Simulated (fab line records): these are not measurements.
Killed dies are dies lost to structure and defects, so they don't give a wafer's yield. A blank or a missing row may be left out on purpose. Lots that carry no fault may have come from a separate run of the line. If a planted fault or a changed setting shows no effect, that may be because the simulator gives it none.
fab line records / flow rit_cmos
record: lots: 6 wafers: 18 last_day: 7
route steps=202 shown NRETRO@60 PRETRO@64 M1@202
lots that met no fault: taken from a fault-free run of the same line
start_h: start of the lot's first displayed wafer, in hours after the record's first day / wait_h: hours since the lot's step before / " identical to the entry in the row above / L1.1+2: several wafers, shown together as one row / - no value present, or no start provided / * or withheld: withheld / < > ~ a bound
route shown NAME@n: NAME is a module with steps in the file, n the number in the route of the first one / usual: mean and standard deviation over wafers with no fault / same: alike in all rows / chamber/n: place in a boat / sites: the reading at each site / _std_site: the standard deviation of these / _edge_site: the outer-site mean with the inner-site mean subtracted / radius_mm: how far each site lies from the wafer's centre / mask NAME#n: copy n / behind: tool/chamber where the wafer was last shaped / hold: why the lot went on hold/how many hours it stayed there/how the hold came to an end / device: which transistor (n, p or np) failed to switch / end of line: tests of these same wafers at the route's end / for a step that has no rows: nothing shown but its recipe / killed: at the first sort, the dies lost to defects and structure; wafer yield is something else / map: a wafer's dies, x killed, . not, _ none there
set.NAME: the setting as run; set.NAME@STEP: as run at that earlier step / model.NAME: the simulator's own value behind a step, which no gauge read
certain route steps with their lots: each step a table, each wafer a row
services: a tool's chamber out of use, with start hour (start_h, from the record's first day; less than 0 if before it), hours out, and reason
== steps ==
step: RIT_NRETRO_HARDBAKE_07
recipe: resist: NOVOLAK temp_c: 140 time_s: 120
step: RIT_NRETRO_IMPLANT_08
recipe: species: P energy_kev: 70.94 dose_cm2: 1e+13 tilt_deg: 7
step: RIT_NRETRO_STRIP_09
recipe: chemistry: O2 time_s: 180 resist: NOVOLAK platen_temp_c: withheld power_w: 500 pressure_mtorr: 4000 o2_flow_sccm: 4000
usual: drypump_motor_current_A: 5.72/0.23
lot.wafer=L570.2 tool=plasma_asher-02 chamber=0 start_h=40.60 wait_h=0.1 drypump_motor_current_A=5.47 rf_hours_counter_h=40
lot.wafer=L570.3 tool=plasma_asher-02 chamber=1 start_h=40.60 wait_h=0.1 drypump_motor_current_A=5.83 rf_hours_counter_h=-
lot.wafer=L570.4 tool=plasma_asher-02 chamber=0 start_h=40.60 wait_h=0.1 drypump_motor_current_A=5.49 rf_hours_counter_h=-
lot.wafer=L581.1 tool=plasma_asher-04 chamber=0 start_h=95.11 wait_h=0.1 drypump_motor_current_A=5.49 rf_hours_counter_h=27
lot.wafer=L581.2 tool=plasma_asher-04 chamber=1 start_h=95.11 wait_h=0.1 drypump_motor_current_A=6.13 rf_hours_counter_h=27
lot.wafer=L581.4 tool=plasma_asher-04 chamber=0 start_h=95.11 wait_h=0.1 drypump_motor_current_A=5.50 rf_hours_counter_h=-
lot.wafer=L587.1 tool=plasma_asher-01 chamber=1 start_h=124.37 wait_h=0.1 drypump_motor_current_A=5.67 rf_hours_counter_h=1
lot.wafer=L587.3 tool=plasma_asher-01 chamber=0 start_h=124.37 wait_h=0.1 drypump_motor_current_A=5.72 rf_hours_counter_h=-
lot.wafer=L587.4 tool=plasma_asher-01 chamber=1 start_h=124.37 wait_h=0.1 drypump_motor_current_A=5.67 rf_hours_counter_h=-
lot.wafer=L588.3 tool=plasma_asher-04 chamber=1 start_h=129.65 wait_h=0.1 drypump_motor_current_A=6.17 rf_hours_counter_h=-
lot.wafer=L588.4 tool=plasma_asher-04 chamber=0 start_h=129.65 wait_h=0.1 drypump_motor_current_A=5.48 rf_hours_counter_h=-
lot.wafer=L588.5 tool=plasma_asher-04 chamber=1 start_h=129.65 wait_h=0.1 drypump_motor_current_A=6.15 rf_hours_counter_h=-
lot.wafer=L589.2 tool=plasma_asher-02 chamber=0 start_h=135.07 wait_h=0.1 drypump_motor_current_A=5.45 rf_hours_counter_h=50
lot.wafer=L589.4 tool=plasma_asher-02 chamber=0 start_h=135.07 wait_h=0.1 drypump_motor_current_A=5.45 rf_hours_counter_h=-
lot.wafer=L589.6 tool=plasma_asher-02 chamber=0 start_h=135.07 wait_h=0.1 drypump_motor_current_A=5.46 rf_hours_counter_h=-
lot.wafer=L591.4 tool=plasma_asher-02 chamber=0 start_h=144.70 wait_h=0.1 drypump_motor_current_A=5.50 rf_hours_counter_h=-
lot.wafer=L591.5 tool=plasma_asher-02 chamber=1 start_h=144.70 wait_h=0.1 drypump_motor_current_A=5.84 rf_hours_counter_h=-
lot.wafer=L591.6 tool=plasma_asher-02 chamber=0 start_h=144.70 wait_h=0.1 drypump_motor_current_A=5.50 rf_hours_counter_h=-
step: RIT_NRETRO_TW_MEAS_10
usual: NRETRO_TW: 1056/6.2
lot.wafer=L570.2 tool=film_metro-01 chamber=- start_h=40.79 wait_h=0.1 NRETRO_TW=1047
lot.wafer=L570.3 tool=film_metro-01 chamber=- start_h=40.79 wait_h=0.1 NRETRO_TW=1050
lot.wafer=L570.4 tool=film_metro-01 chamber=- start_h=40.79 wait_h=0.1 NRETRO_TW=1052
lot.wafer=L581.1 tool=film_metro-01 chamber=- start_h=95.28 wait_h=0.1 NRETRO_TW=1046
lot.wafer=L581.2 tool=film_metro-01 chamber=- start_h=95.28 wait_h=0.1 NRETRO_TW=1055
lot.wafer=L581.4 tool=film_metro-01 chamber=- start_h=95.28 wait_h=0.1 NRETRO_TW=1050
lot.wafer=L587.1 tool=film_metro-02 chamber=- start_h=124.54 wait_h=0.1 NRETRO_TW=1063
lot.wafer=L587.3 tool=film_metro-02 chamber=- start_h=124.54 wait_h=0.1 NRETRO_TW=1062
lot.wafer=L587.4 tool=film_metro-02 chamber=- start_h=124.54 wait_h=0.1 NRETRO_TW=1059
lot.wafer=L588.3 tool=film_metro-03 chamber=- start_h=129.79 wait_h=0.1 NRETRO_TW=1060
lot.wafer=L588.4 tool=film_metro-03 chamber=- start_h=129.79 wait_h=0.1 NRETRO_TW=1056
lot.wafer=L588.5 tool=film_metro-03 chamber=- start_h=129.79 wait_h=0.1 NRETRO_TW=1064
lot.wafer=L589.2 tool=film_metro-02 chamber=- start_h=135.26 wait_h=0.1 NRETRO_TW=1064
lot.wafer=L589.4 tool=film_metro-02 chamber=- start_h=135.26 wait_h=0.1 NRETRO_TW=1067
lot.wafer=L589.6 tool=film_metro-02 chamber=- start_h=135.26 wait_h=0.1 NRETRO_TW=1060
lot.wafer=L591.4 tool=film_metro-03 chamber=- start_h=144.85 wait_h=0.1 NRETRO_TW=1053
lot.wafer=L591.5 tool=film_metro-03 chamber=- start_h=144.85 wait_h=0.1 NRETRO_TW=1058
lot.wafer=L591.6 tool=film_metro-03 chamber=- start_h=144.85 wait_h=0.1 NRETRO_TW=1057
step: RIT_PRETRO_HMDS_00
recipe: prime_time_s: 60 prime_temp_c: 140
step: RIT_PRETRO_COAT_01
recipe: resist: NOVOLAK spin_rpm: 2000 resist_thk_nm: 1300
step: RIT_PRETRO_SOFTBAKE_02
recipe: resist: NOVOLAK temp_c: 90.42 time_s: 60
step: RIT_PRETRO_EXPOSE_03
recipe: mask_id: M5 na: 0.57 target_cd_nm: 43700 dose_mj: 250
step: RIT_PRETRO_PEB_04
recipe: resist: NOVOLAK temp_c: withheld time_s: withheld
step: RIT_PRETRO_DEVELOP_05
recipe: resist: NOVOLAK develop_time_s: 68 dev_temp_c: 23
step: RIT_PRETRO_OVL_MEAS_06
usual: PRETRO_OVL: -0.3/1.3
lot.wafer=L570.2 tool=overlay-01 chamber=- start_h=42.06 wait_h=- PRETRO_OVL[nm]=0.0
lot.wafer=L570.3 tool=overlay-01 chamber=- start_h=42.06 wait_h=- PRETRO_OVL[nm]=-1.3
lot.wafer=L570.4 tool=overlay-01 chamber=- start_h=42.06 wait_h=- PRETRO_OVL[nm]=-0.8
lot.wafer=L581.1 tool=overlay-01 chamber=- start_h=96.22 wait_h=- PRETRO_OVL[nm]=-0.6
lot.wafer=L581.2 tool=overlay-01 chamber=- start_h=96.22 wait_h=- PRETRO_OVL[nm]=0.0
lot.wafer=L581.4 tool=overlay-01 chamber=- start_h=96.22 wait_h=- PRETRO_OVL[nm]=0.0
lot.wafer=L587.1 tool=overlay-02 chamber=- start_h=125.61 wait_h=- PRETRO_OVL[nm]=0.6
lot.wafer=L587.3 tool=overlay-02 chamber=- start_h=125.61 wait_h=- PRETRO_OVL[nm]=0.2
lot.wafer=L587.4 tool=overlay-02 chamber=- start_h=125.61 wait_h=- PRETRO_OVL[nm]=1.0
lot.wafer=L588.3 tool=overlay-02 chamber=- start_h=130.84 wait_h=- PRETRO_OVL[nm]=0.1
lot.wafer=L588.4 tool=overlay-02 chamber=- start_h=130.84 wait_h=- PRETRO_OVL[nm]=0.1
lot.wafer=L588.5 tool=overlay-02 chamber=- start_h=130.84 wait_h=- PRETRO_OVL[nm]=1.2
lot.wafer=L589.2 tool=overlay-01 chamber=- start_h=136.32 wait_h=- PRETRO_OVL[nm]=-2.0
lot.wafer=L589.4 tool=overlay-01 chamber=- start_h=136.32 wait_h=- PRETRO_OVL[nm]=-0.2
lot.wafer=L589.6 tool=overlay-01 chamber=- start_h=136.32 wait_h=- PRETRO_OVL[nm]=-0.6
lot.wafer=L591.4 tool=overlay-01 chamber=- start_h=145.78 wait_h=- PRETRO_OVL[nm]=-0.9
lot.wafer=L591.5 tool=overlay-01 chamber=- start_h=145.78 wait_h=- PRETRO_OVL[nm]=-2.1
lot.wafer=L591.6 tool=overlay-01 chamber=- start_h=145.78 wait_h=- PRETRO_OVL[nm]=-1.7
step: RIT_PRETRO_HARDBAKE_07
recipe: resist: NOVOLAK temp_c: 140 time_s: 120
step: RIT_PRETRO_IMPLANT_08
recipe: species: B energy_kev: 45 dose_cm2: 1.2e+13 tilt_deg: 7
usual: beam_on_s: 10.00/0.19 end_station_pressure_torr: 5.01e-06/2.5e-07 tilt_deg: 6.995/0.022
lot.wafer=L570.2 tool=implanter-01 chamber=0 start_h=42.36 wait_h=0.2 beam_on_s=9.78 end_station_pressure_torr=4.82e-06 tilt_deg=7.000
lot.wafer=L570.3 tool=implanter-01 chamber=0 start_h=42.36 wait_h=0.2 beam_on_s=9.76 end_station_pressure_torr=4.96e-06 tilt_deg=7.034
lot.wafer=L570.4 tool=implanter-01 chamber=0 start_h=42.36 wait_h=0.2 beam_on_s=10.19 end_station_pressure_torr=4.96e-06 tilt_deg=6.994
lot.wafer=L581.1 tool=implanter-03 chamber=0 start_h=96.51 wait_h=0.2 beam_on_s=9.88 end_station_pressure_torr=5.18e-06 tilt_deg=7.052
lot.wafer=L581.2 tool=implanter-03 chamber=0 start_h=96.51 wait_h=0.2 beam_on_s=9.99 end_station_pressure_torr=5.21e-06 tilt_deg=7.032
lot.wafer=L581.4 tool=implanter-03 chamber=0 start_h=96.51 wait_h=0.2 beam_on_s=10.33 end_station_pressure_torr=4.73e-06 tilt_deg=7.020
lot.wafer=L587.1 tool=implanter-03 chamber=0 start_h=125.89 wait_h=0.2 beam_on_s=10.25 end_station_pressure_torr=4.86e-06 tilt_deg=6.058
lot.wafer=L587.3 tool=implanter-03 chamber=0 start_h=125.89 wait_h=0.2 beam_on_s=10.09 end_station_pressure_torr=5.05e-06 tilt_deg=6.048
lot.wafer=L587.4 tool=implanter-03 chamber=0 start_h=125.89 wait_h=0.2 beam_on_s=10.03 end_station_pressure_torr=4.89e-06 tilt_deg=6.067
lot.wafer=L588.3 tool=implanter-03 chamber=0 start_h=131.17 wait_h=0.2 beam_on_s=9.80 end_station_pressure_torr=5.16e-06 tilt_deg=6.103
lot.wafer=L588.4 tool=implanter-03 chamber=0 start_h=131.17 wait_h=0.2 beam_on_s=9.99 end_station_pressure_torr=5.12e-06 tilt_deg=6.139
lot.wafer=L588.5 tool=implanter-03 chamber=0 start_h=131.17 wait_h=0.2 beam_on_s=10.00 end_station_pressure_torr=5.07e-06 tilt_deg=6.104
lot.wafer=L589.2 tool=implanter-01 chamber=0 start_h=136.62 wait_h=0.2 beam_on_s=10.06 end_station_pressure_torr=5.22e-06 tilt_deg=6.996
lot.wafer=L589.4 tool=implanter-01 chamber=0 start_h=136.62 wait_h=0.2 beam_on_s=10.20 end_station_pressure_torr=5.28e-06 tilt_deg=6.978
lot.wafer=L589.6 tool=implanter-01 chamber=0 start_h=136.62 wait_h=0.2 beam_on_s=10.00 end_station_pressure_torr=5.38e-06 tilt_deg=6.965
lot.wafer=L591.4 tool=implanter-01 chamber=0 start_h=146.12 wait_h=0.2 beam_on_s=9.72 end_station_pressure_torr=4.85e-06 tilt_deg=6.968
lot.wafer=L591.5 tool=implanter-01 chamber=0 start_h=146.12 wait_h=0.2 beam_on_s=10.08 end_station_pressure_torr=5.01e-06 tilt_deg=7.001
lot.wafer=L591.6 tool=implanter-01 chamber=0 start_h=146.12 wait_h=0.2 beam_on_s=10.11 end_station_pressure_torr=5.15e-06 tilt_deg=6.983
step: RIT_PRETRO_STRIP_09
recipe: chemistry: O2 time_s: 180 resist: NOVOLAK platen_temp_c: withheld power_w: 500 pressure_mtorr: 4000 o2_flow_sccm: 4000
usual: drypump_motor_current_A: 5.7/0.4
lot.wafer=L570.2 tool=plasma_asher-01 chamber=0 start_h=42.49 wait_h=0.1 drypump_motor_current_A=5.7 rf_hours_counter_h=41
lot.wafer=L570.3 tool=plasma_asher-01 chamber=0 start_h=42.49 wait_h=0.1 drypump_motor_current_A=5.7 rf_hours_counter_h=-
lot.wafer=L570.4 tool=plasma_asher-01 chamber=1 start_h=42.49 wait_h=0.1 drypump_motor_current_A=5.7 rf_hours_counter_h=-
lot.wafer=L581.1 tool=plasma_asher-01 chamber=0 start_h=96.66 wait_h=0.1 drypump_motor_current_A=5.7 rf_hours_counter_h=47
lot.wafer=L581.2 tool=plasma_asher-01 chamber=1 start_h=96.66 wait_h=0.1 drypump_motor_current_A=5.7 rf_hours_counter_h=47
lot.wafer=L581.4 tool=plasma_asher-01 chamber=1 start_h=96.66 wait_h=0.1 drypump_motor_current_A=5.7 rf_hours_counter_h=-
lot.wafer=L587.1 tool=plasma_asher-04 chamber=1 start_h=126.04 wait_h=0.1 drypump_motor_current_A=6.1 rf_hours_counter_h=31
lot.wafer=L587.3 tool=plasma_asher-04 chamber=1 start_h=126.04 wait_h=0.1 drypump_motor_current_A=6.2 rf_hours_counter_h=-
lot.wafer=L587.4 tool=plasma_asher-04 chamber=0 start_h=126.04 wait_h=0.1 drypump_motor_current_A=5.5 rf_hours_counter_h=-
lot.wafer=L588.3 tool=plasma_asher-04 chamber=0 start_h=131.32 wait_h=0.1 drypump_motor_current_A=5.5 rf_hours_counter_h=-
lot.wafer=L588.4 tool=plasma_asher-04 chamber=1 start_h=131.32 wait_h=0.1 drypump_motor_current_A=6.2 rf_hours_counter_h=-
lot.wafer=L588.5 tool=plasma_asher-04 chamber=1 start_h=131.32 wait_h=0.1 drypump_motor_current_A=6.2 rf_hours_counter_h=-
lot.wafer=L589.2 tool=plasma_asher-01 chamber=1 start_h=136.75 wait_h=0.1 drypump_motor_current_A=5.7 rf_hours_counter_h=2
lot.wafer=L589.4 tool=plasma_asher-01 chamber=1 start_h=136.75 wait_h=0.1 drypump_motor_current_A=5.7 rf_hours_counter_h=-
lot.wafer=L589.6 tool=plasma_asher-01 chamber=0 start_h=136.75 wait_h=0.1 drypump_motor_current_A=5.7 rf_hours_counter_h=-
lot.wafer=L591.4 tool=plasma_asher-03 chamber=0 start_h=146.26 wait_h=0.1 drypump_motor_current_A=4.8 rf_hours_counter_h=-
lot.wafer=L591.5 tool=plasma_asher-03 chamber=0 start_h=146.26 wait_h=0.1 drypump_motor_current_A=4.7 rf_hours_counter_h=-
lot.wafer=L591.6 tool=plasma_asher-03 chamber=1 start_h=146.26 wait_h=0.1 drypump_motor_current_A=6.1 rf_hours_counter_h=-
step: RIT_M1_PROBE_99
usual: killed_at_M0_to_M3: 0.0/0.14 killed_at_contacts: 0.0/0.22 killed_at_front_end: 6.5/3 killed_dies: 6.6/3 killed_open: 3.4/2.2 killed_short: 3.3/1.7
same: gross_dies: 264 killed_at_M4_up: 0 killed_at_back_side: 0 killed_at_other: 0
lot.wafer=L570.2 tool=prober-01 chamber=- start_h=68.57 wait_h=0.1 killed_at_M0_to_M3=0 killed_at_contacts=0 killed_at_front_end=15 killed_dies=15 killed_open=10 killed_short=5
lot.wafer=L570.3 tool=prober-01 chamber=- start_h=68.62 wait_h=0.2 killed_at_M0_to_M3=0 killed_at_contacts=0 killed_at_front_end=10 killed_dies=10 killed_open=7 killed_short=3
lot.wafer=L570.4 tool=prober-01 chamber=- start_h=68.67 wait_h=0.2 killed_at_M0_to_M3=0 killed_at_contacts=0 killed_at_front_end=7 killed_dies=7 killed_open=3 killed_short=4
lot.wafer=L581.1 tool=prober-02 chamber=- start_h=122.66 wait_h=0.1 killed_at_M0_to_M3=1 killed_at_contacts=0 killed_at_front_end=2 killed_dies=3 killed_open=0 killed_short=3
lot.wafer=L581.2 tool=prober-02 chamber=- start_h=122.71 wait_h=0.1 killed_at_M0_to_M3=0 killed_at_contacts=0 killed_at_front_end=7 killed_dies=7 killed_open=3 killed_short=4
lot.wafer=L581.4 tool=prober-02 chamber=- start_h=122.81 wait_h=0.2 killed_at_M0_to_M3=0 killed_at_contacts=0 killed_at_front_end=7 killed_dies=7 killed_open=5 killed_short=2
lot.wafer=L587.1 tool=prober-02 chamber=- start_h=153.35 wait_h=0.1 killed_at_M0_to_M3=0 killed_at_contacts=0 killed_at_front_end=8 killed_dies=8 killed_open=3 killed_short=5
lot.wafer=L587.3 tool=prober-02 chamber=- start_h=153.45 wait_h=0.2 killed_at_M0_to_M3=0 killed_at_contacts=0 killed_at_front_end=4 killed_dies=4 killed_open=3 killed_short=1
lot.wafer=L587.4 tool=prober-02 chamber=- start_h=153.50 wait_h=0.2 killed_at_M0_to_M3=0 killed_at_contacts=0 killed_at_front_end=6 killed_dies=6 killed_open=3 killed_short=3
lot.wafer=L588.3 tool=prober-01 chamber=- start_h=158.54 wait_h=0.2 killed_at_M0_to_M3=0 killed_at_contacts=1 killed_at_front_end=7 killed_dies=8 killed_open=3 killed_short=5
lot.wafer=L588.4 tool=prober-01 chamber=- start_h=158.59 wait_h=0.2 killed_at_M0_to_M3=0 killed_at_contacts=0 killed_at_front_end=5 killed_dies=5 killed_open=5 killed_short=0
lot.wafer=L588.5 tool=prober-01 chamber=- start_h=158.64 wait_h=0.2 killed_at_M0_to_M3=0 killed_at_contacts=0 killed_at_front_end=11 killed_dies=11 killed_open=7 killed_short=4
lot.wafer=L589.2 tool=prober-02 chamber=- start_h=162.90 wait_h=0.1 killed_at_M0_to_M3=0 killed_at_contacts=0 killed_at_front_end=9 killed_dies=9 killed_open=4 killed_short=5
lot.wafer=L589.4 tool=prober-02 chamber=- start_h=163.00 wait_h=0.2 killed_at_M0_to_M3=0 killed_at_contacts=0 killed_at_front_end=9 killed_dies=9 killed_open=5 killed_short=4
lot.wafer=L589.6 tool=prober-02 chamber=- start_h=163.10 wait_h=0.2 killed_at_M0_to_M3=0 killed_at_contacts=1 killed_at_front_end=4 killed_dies=5 killed_open=2 killed_short=3
lot.wafer=L591.4 tool=prober-02 chamber=- start_h=171.66 wait_h=0.2 killed_at_M0_to_M3=0 killed_at_contacts=0 killed_at_front_end=7 killed_dies=7 killed_open=5 killed_short=2
lot.wafer=L591.5 tool=prober-02 chamber=- start_h=171.71 wait_h=0.2 killed_at_M0_to_M3=0 killed_at_contacts=0 killed_at_front_end=8 killed_dies=8 killed_open=2 killed_short=6
lot.wafer=L591.6 tool=prober-02 chamber=- start_h=171.76 wait_h=0.2 killed_at_M0_to_M3=0 killed_at_contacts=0 killed_at_front_end=7 killed_dies=7 killed_open=3 killed_short=4
killed by level:class
L570.2 FOX1:geometric_particle:open=2 FOX2:geometric_particle:open=2 GATE:geometric_particle:short=2 SPACER:geometric_particle:open=2 SILICIDE:geometric_particle:open=2 FOX2:geometric_particle:short=1 GATE:geometric_particle:open=1 REOX:geometric_particle:open=1
L570.3 GATE:geometric_particle:open=4 FOX2:geometric_particle:open=2 FOX1:geometric_particle:open=1 FOX2:geometric_particle:short=1 GATE:geometric_particle:short=1 SPACER:geometric_particle:short=1
L570.4 GATE:geometric_particle:open=2 FOX2:geometric_particle:short=1 GATE:geometric_particle:short=1 SPACER:geometric_particle:short=1 SILICIDE:geometric_particle:short=1 SILICIDE:geometric_particle:open=1
L581.1 GATE:geometric_particle:short=1 SPACER:geometric_particle:short=1 M1:geometric_particle:short=1
L581.2 GATE:geometric_particle:short=3 FOX1:geometric_particle:open=1 FOX2:geometric_particle:open=1 FOX2:geometric_particle:short=1 GATE:geometric_particle:open=1
L581.4 GATE:geometric_particle:open=2 SILICIDE:geometric_particle:open=2 FOX2:geometric_particle:open=1 SPACER:geometric_particle:short=1 REOX:geometric_particle:short=1
L587.1 GATE:geometric_particle:short=3 SILICIDE:geometric_particle:short=2 FOX1:geometric_particle:open=1 SPACER:geometric_particle:open=1 SILICIDE:geometric_particle:open=1
L587.3 FOX1:geometric_particle:open=1 GATE:geometric_particle:open=1 SPACER:geometric_particle:short=1 SPACER:geometric_particle:open=1
L587.4 GATE:geometric_particle:short=2 SILICIDE:geometric_particle:open=2 GATE:geometric_particle:open=1 SPACER:geometric_particle:short=1
L588.3 GATE:geometric_particle:short=3 FOX2:geometric_particle:open=1 GATE:geometric_particle:open=1 SPACER:geometric_particle:short=1 SILICIDE:geometric_particle:open=1 CONTACT:geometric_particle:short=1
L588.4 REOX:geometric_particle:open=3 SILICIDE:geometric_particle:open=2
L588.5 GATE:geometric_particle:open=2 REOX:geometric_particle:open=2 SILICIDE:geometric_particle:open=2 FOX2:geometric_particle:short=1 GATE:geometric_particle:short=1 SPACER:geometric_particle:open=1 SPACER:geometric_particle:short=1 SILICIDE:geometric_particle:short=1
L589.2 FOX1:geometric_particle:short=2 GATE:geometric_particle:short=2 FOX1:geometric_particle:open=1 GATE:geometric_particle:open=1 REOX:geometric_particle:open=1 SPACER:geometric_particle:short=1 SPACER:geometric_particle:open=1
L589.4 GATE:geometric_particle:short=4 FOX1:geometric_particle:open=2 FOX2:geometric_particle:open=2 REOX:geometric_particle:open=1
L589.6 FOX2:geometric_particle:open=1 SPACER:geometric_particle:short=1 SILICIDE:geometric_particle:open=1 SILICIDE:geometric_particle:short=1 CONTACT:geometric_particle:short=1
L591.4 FOX2:geometric_particle:open=2 FOX1:geometric_particle:open=1 FOX2:geometric_particle:short=1 GATE:geometric_particle:open=1 GATE:geometric_particle:short=1 REOX:geometric_particle:open=1
L591.5 GATE:geometric_particle:short=4 FOX2:geometric_particle:short=1 FOX2:geometric_particle:open=1 REOX:geometric_particle:open=1 SPACER:geometric_particle:short=1
L591.6 GATE:geometric_particle:open=2 SILICIDE:geometric_particle:short=2 FOX1:geometric_particle:open=1 FOX2:geometric_particle:short=1 GATE:geometric_particle:short=1
== services ==
tool=plasma_asher-03 chamber=- start_h=36.07 hours=1.1 kind=repair
tool=implanter-01 chamber=- start_h=54.81 hours=0.8 kind=repair
tool=implanter-01 chamber=- start_h=66.74 hours=4.7 kind=repair
tool=plasma_asher-01 chamber=- start_h=108.75 hours=9.0 kind=pm
tool=plasma_asher-01 chamber=0 start_h=108.75 hours=9.0 kind=vent_cycle
tool=plasma_asher-01 chamber=1 start_h=108.75 hours=9.0 kind=vent_cycle
tool=plasma_asher-01 chamber=0 start_h=117.75 hours=- kind=clean
tool=plasma_asher-01 chamber=1 start_h=117.75 hours=- kind=clean
tool=implanter-03 chamber=- start_h=120.91 hours=3.6 kind=pm
== key ==
first_sign: step: RIT_PRETRO_IMPLANT_08 reading: tilt_deg direction: down sigmas: 41 usual: 6.995 struck: 6.086
effect none on later readings
met_at RIT_PRETRO_IMPLANT_08
struck_wafers L587.1,L587.3,L587.4,L588.3,L588.4,L588.5
tester_left_out L587,L588
onset_between 96.51 125.89
fault: kind: process_parameter_drift tool: implanter-03 chamber: - onset_h: 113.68 steps: RIT_PRETRO_IMPLANT_08 channel: tilt_deg offset: -0.91661 shape: step end_h: 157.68 acts_in: these_recipes_only stated: 7
tester_left_out: of these lots the tester's yield and bins aren't shown, on N5 and GAA mostly nor the transistor test; their killed dies are dies lost to structure and defects alone, not to doping, threshold or leakage, so they don't give the yield
